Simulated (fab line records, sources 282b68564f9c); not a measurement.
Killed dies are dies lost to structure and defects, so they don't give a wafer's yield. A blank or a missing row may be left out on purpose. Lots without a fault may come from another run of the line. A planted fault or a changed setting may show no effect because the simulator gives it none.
A struck lot beside a sound one | flow rit_cmos | 15 steps out of a route of 202
Sound: wafers L505.2, L505.5, L505.6. Struck: wafers L517.1, L517.2, L517.5. The cause comes at the end.
At each step with rows: each side's tool, then ch and its chambers, then its first start. Under that, the readings that differ: sound wafers | struck wafers | difference of the means | sigmas: that difference in standard deviations of wafers without a fault.
alike: readings whose means differ by less than 2 such deviations, and words and numbers that are the same on both sides. not compared: withheld readings, readings that some wafer has no value for, bounds like >300 that may hide the same value, and numbers for which the record gives no deviation and whose values overlap.
The two part at a step that has a row with sigmas, a row that says differs or no value, or rows on one side only. Numbers that don't overlap but have no deviation are shown without sigmas and don't part them. A reading that every wafer of one side lacks parts them only if that side has two wafers or more.

first, 5 steps without rows for these wafers: RIT_M1_COAT_04 (resist thk 1300 nm); RIT_M1_SOFTBAKE_05 (time 60 s); RIT_M1_EXPOSE_06 (exposes mask M12, target cd 2600 nm); RIT_M1_PEB_07; RIT_M1_DEVELOP_08 (develop time 68 s).
RIT_M1_CD_MEAS_09: target cd 2600 nm.
  sound on cd_sem-02, day 5 15:53; struck on cd_sem-01, day 7 23:44
  reading    | sound                | struck               | difference | sigmas
  cd_nm (nm) | 2601.4 2601.9 2603.1 | 2597.0 2596.0 2597.2 | -5.4       | -3
RIT_M1_OVL_MEAS_10:
  sound on overlay-02, day 5 15:59; struck on overlay-01, day 7 23:51
  alike: M1_OVL
then, 1 step without rows for these wafers: RIT_M1_HARDBAKE_11 (time 120 s).
RIT_M1_METAL_ETCH_12: etches Al in Cl2/BCl3, stops on SiO2, time 165 s, target depth 600 nm.
  sound on rie_metal-04 ch 0,1, day 5 16:16; struck on rie_metal-02 ch 0,1, day 8 00:09
  alike: drypump_motor_current_A, oes_product_au, throttle_valve_pct
  not compared: rf_hours_counter_h
then, 1 step without rows for these wafers: RIT_M1_STRIP_13 (strips in nmp, time 600 s).
RIT_M1_STRIP_14: strips in O2, time 180 s.
  sound on plasma_asher-03 ch 0,1, day 5 16:37; struck on plasma_asher-03 ch 0,1, day 8 00:31
  alike: drypump_motor_current_A
  not compared: rf_hours_counter_h
RIT_M1_CD_MEAS_90: target cd 2600 nm.
  sound on cd_sem-02, day 5 16:49; struck on cd_sem-02, day 8 00:41
  alike: cd_nm
RIT_M1_ANNEAL_15: time 1800 s.
  sound on furnace-02 ch 0, day 5 16:55; struck on furnace-02 ch 0, day 8 00:48
  reading                   | sound                | struck               | difference | sigmas
  spike_tc_centre_C (C)     | 453.8 454.1 453.2    | 342.6 342.8 342.9    | -110.9     | -99 or more
  spike_tc_load_C (C)       | 470.3 470.6 469.9    | 357.7 356.8 358.3    | -112.7     | -99 or more
  spike_tc_source_C (C)     | 464.7 465.4 465.2    | 353.5 353.4 354.1    | -111.4     | -99 or more
  tube_center_temp_C (C)    | 450.02 450.04 449.94 | 340.03 339.93 340.01 | -110.01    | -99 or more
  tube_center_temp_C_max    | 451.25 451.00 450.87 | 340.97 340.80 341.15 | -110.07    | -99 or more
  zone_power_centre_pct (%) | 19.37 19.08 18.81    | 14.60 14.26 14.19    | -4.74      | -24
  zone_power_load_pct (%)   | 6.42 6.36 6.40       | 4.29 4.17 4.24       | -2.16      | -34
  zone_power_source_pct (%) | 8.52 8.33 8.30       | 5.43 5.46 5.38       | -2.96      | -37
RIT_M1_BOW_MEAS_16:
  sound on film_metro-03, day 5 18:26; struck on film_metro-04, day 8 02:18
  alike: M1_BOW
RIT_M1_PROBE_99:
  sound on prober-01, day 5 18:35; struck on prober-01, day 8 02:25
  alike: defect_limited_yield, killed_at_contacts, killed_at_front_end, killed_dies, killed_open, killed_short, sort_bin_3_pad_short, sort_bin_5_function, sort_bin_6_memory, sort_n_pass, sort_yield_pct

WHERE THEY PART
First at RIT_M1_CD_MEAS_09; last, within this record, at RIT_M1_ANNEAL_15. Later steps at which nothing parts them and some readings are alike: RIT_M1_BOW_MEAS_16, RIT_M1_PROBE_99.

WHY: what the simulator had put in
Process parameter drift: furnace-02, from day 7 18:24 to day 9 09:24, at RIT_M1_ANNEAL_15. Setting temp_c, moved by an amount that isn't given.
